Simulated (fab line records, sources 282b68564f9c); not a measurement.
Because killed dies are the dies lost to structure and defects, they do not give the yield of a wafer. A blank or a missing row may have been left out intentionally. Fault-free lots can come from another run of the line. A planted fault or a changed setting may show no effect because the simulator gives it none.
Comparing a struck lot with a sound one / flow ritCmos / 34 out of 202 route steps
Sound: wafers L614.1, L614.4, L614.6. Struck: wafers L621.2, L621.3, L621.6. At the end, the cause is stated.
For every step that has rows: the tool of each side, followed by ch and its chambers, followed by its first start. Under that, the readings that differ: sound wafers / struck wafers / difference of the means / sigmas: that difference in standard deviations of wafers without a fault.
alike: readings with means less than 2 such deviations apart, plus words and numbers identical on both sides. not compared: withheld readings, readings lacking a value on some wafer, bounds such as >300 that could conceal the same value, and numbers that have no deviation in the record and whose values overlap.
The two part at a step that has a row with sigmas, a row that says differs or no value, or rows on one side only. Non-overlapping numbers with no deviation appear without sigmas and do not part them. Lack of a reading on every wafer of one side parts them only where that side has two or more wafers.

first, 2 steps without rows for these wafers: RIT_SPACER_CLEAN_02 (cleans in SC2, time 600 s); RIT_SPACER_CVD_03 (deposits Si3N4 from SiH2Cl2/NH3, target thk 250 nm, time 3300 s).
RIT_SPACER_THK_MEAS_04:
  sound: filmMetro-03 at day 3 21:01; struck: filmMetro-02 at day 5 08:56
  alike: SPACER_NITRIDE_THK
RIT_SPACER_ETCHBACK_05: etches Si3N4 in SF6/CHF3, stops on SiO2, target depth 250 nm, time 246.9 s.
  sound on rieDiel-03 ch 0,1,2, day 3 21:04; struck on rieDiel-01 ch 1,3, day 5 08:59
  alike: CHF3_flow_sccm, drypumpMotorCurrentA, oesProductAu, throttleValvePct
  not compared: rfHoursCounterH
then, 6 steps without rows for these wafers: RIT_NSD_HMDS_00 (prime time 60 s); RIT_NSD_COAT_01 (resist thk 1000 nm); RIT_NSD_SOFTBAKE_02 (time 60 s); RIT_NSD_EXPOSE_03 (exposes mask M9, target cd 40700 nm); RIT_NSD_PEB_04; RIT_NSD_DEVELOP_05 (develop time 50 s).
RIT_NSD_OVL_MEAS_06:
  sound: overlay-02 at day 3 22:04; struck: overlay-01 at day 5 10:00
  alike: NSD_OVL
then, 1 step without rows for these wafers: RIT_NSD_HARDBAKE_07 (time 60 s).
RIT_NSD_IMPLANT_08:
  sound on implanter-02 ch 0, day 3 22:16; struck on implanter-02 ch 0, day 5 10:12
reading=beamEnergyKeV; sound=24.989 24.999 25.001; struck=20.500 20.511 20.512; difference=-4.489; sigmas=-99 or more
reading=model.implant.rpNm (nm); sound=32.26 32.26 32.26; struck=27.74 27.74 27.74; difference=-4.52; sigmas=
reading=model.implant.drpNm (nm); sound=14.84 14.84 14.84; struck=13.16 13.16 13.16; difference=-1.68; sigmas=
  alike: beamOnS
RIT_NSD_STRIP_09: strips in O2, time 180 s.
  sound on plasmaAsher-04 ch 0,1, day 3 22:25; struck on plasmaAsher-04 ch 0,1, day 5 10:20
  alike: drypumpMotorCurrentA
  not compared: rfHoursCounterH
RIT_NSD_TW_MEAS_10:
  sound: filmMetro-04 at day 3 22:35; struck: filmMetro-04 at day 5 10:31
reading=NSD_TW; sound=3122 3129 3115; struck=2982 2985 2984; difference=-138; sigmas=-4
then, 6 steps without rows for these wafers: RIT_PSD_HMDS_00 (prime time 60 s); RIT_PSD_COAT_01 (resist thk 1000 nm); RIT_PSD_SOFTBAKE_02 (time 60 s); RIT_PSD_EXPOSE_03 (exposes mask M10, target cd 40900 nm); RIT_PSD_PEB_04; RIT_PSD_DEVELOP_05 (develop time 51.19 s).
RIT_PSD_OVL_MEAS_06:
  sound: overlay-02 at day 3 23:30; struck: overlay-02 at day 5 11:25
  alike: PSD_OVL
then, 2 steps without rows for these wafers: RIT_PSD_HARDBAKE_07 (time 60 s); RIT_PSD_IMPLANT_08.
RIT_PSD_STRIP_09: strips in O2, time 180 s.
  sound on plasmaAsher-03 ch 0, day 3 23:50; struck on plasmaAsher-04 ch 0,1, day 5 11:45
  alike: drypumpMotorCurrentA
  not compared: rfHoursCounterH
RIT_PSD_TW_MEAS_10:
  sound: filmMetro-04 at day 4 00:01; struck: filmMetro-01 at day 5 11:56
reading=PSD_TW; sound=3447 3430 3457; struck=3369 3362 3375; difference=-76; sigmas=-2
then, 3 steps without rows for these wafers: RIT_SDANNEAL_CLEAN_00 (cleans in SC1, time 600 s); RIT_SDANNEAL_CLEAN_01 (cleans in dHF, time 30 s); RIT_SDANNEAL_CLEAN_02 (cleans in SC2, time 600 s).
RIT_SDANNEAL_RTA_03: time 5 s.
  sound on rtpAnneal-02 ch 0, day 4 00:26; struck on rtpAnneal-01 ch 0, day 5 12:22
  alike: wafer_temp_C_max
RIT_SDANNEAL_RS_MEAS_04: the measuring method here is four-point-probe.
  sound: filmMetro-02 at day 4 00:29; struck: filmMetro-02 at day 5 12:26
  alike: PSD_RS
RIT_SDANNEAL_RS_MEAS_05: the measuring method here is four-point-probe.
  sound: filmMetro-02 at day 4 00:37; struck: filmMetro-02 at day 5 12:33
reading=NSD_RS (ohm/sq); sound=84.6 84.2 84.6; struck=86.8 86.8 86.5; difference=+2.2; sigmas=+7
RIT_SDANNEAL_RS_MEAS_06: the measuring method here is four-point-probe.
  sound: filmMetro-02 at day 4 00:44; struck: filmMetro-02 at day 5 12:40
  alike: PLDD_RS
RIT_M1_PROBE_99:
  sound: prober-02 at day 4 07:49; struck: prober-01 at day 5 20:07
reading=model.etest.contactNplus.endOhmUm; sound=42.59 40.87 41.29; struck=48.95 49.03 48.19; difference=+7.14; sigmas=
reading=model.etest.nmos_0p15.junctionLog10AUm; sound=-13.6 -13.49 -13.45; struck=-13.08 -13.18 -12.93; difference=+0.45; sigmas=
reading=model.etest.nmosNarrow.offLog10AUm; sound=-13.35 -13.27 -13.23; struck=-12.92 -12.97 -12.98; difference=+0.33; sigmas=
reading=model.etest.gateEndArray.leakLog10AUm; sound=-12.97 -12.92 -13.02; struck=-12.69 -12.69 -12.59; difference=+0.31; sigmas=
reading=model.etest.nmos_0p3.offLog10AUm; sound=-13.06 -13.1 -13.15; struck=-12.92 -12.86 -12.78; difference=+0.25; sigmas=
  alike: killedAtContacts, killedAtFrontEnd, killedDies, killedOpen, killedShort

== WHERE THEY PART ==
Earliest at RIT_NSD_IMPLANT_08; latest, in this record, at RIT_SDANNEAL_RS_MEAS_05. Later steps at which nothing parts them and some readings are alike: RIT_SDANNEAL_RS_MEAS_06, RIT_M1_PROBE_99.

WHY: what the simulator had put in
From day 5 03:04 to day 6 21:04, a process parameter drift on implanter-02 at RIT_NSD_IMPLANT_08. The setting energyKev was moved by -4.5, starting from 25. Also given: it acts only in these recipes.
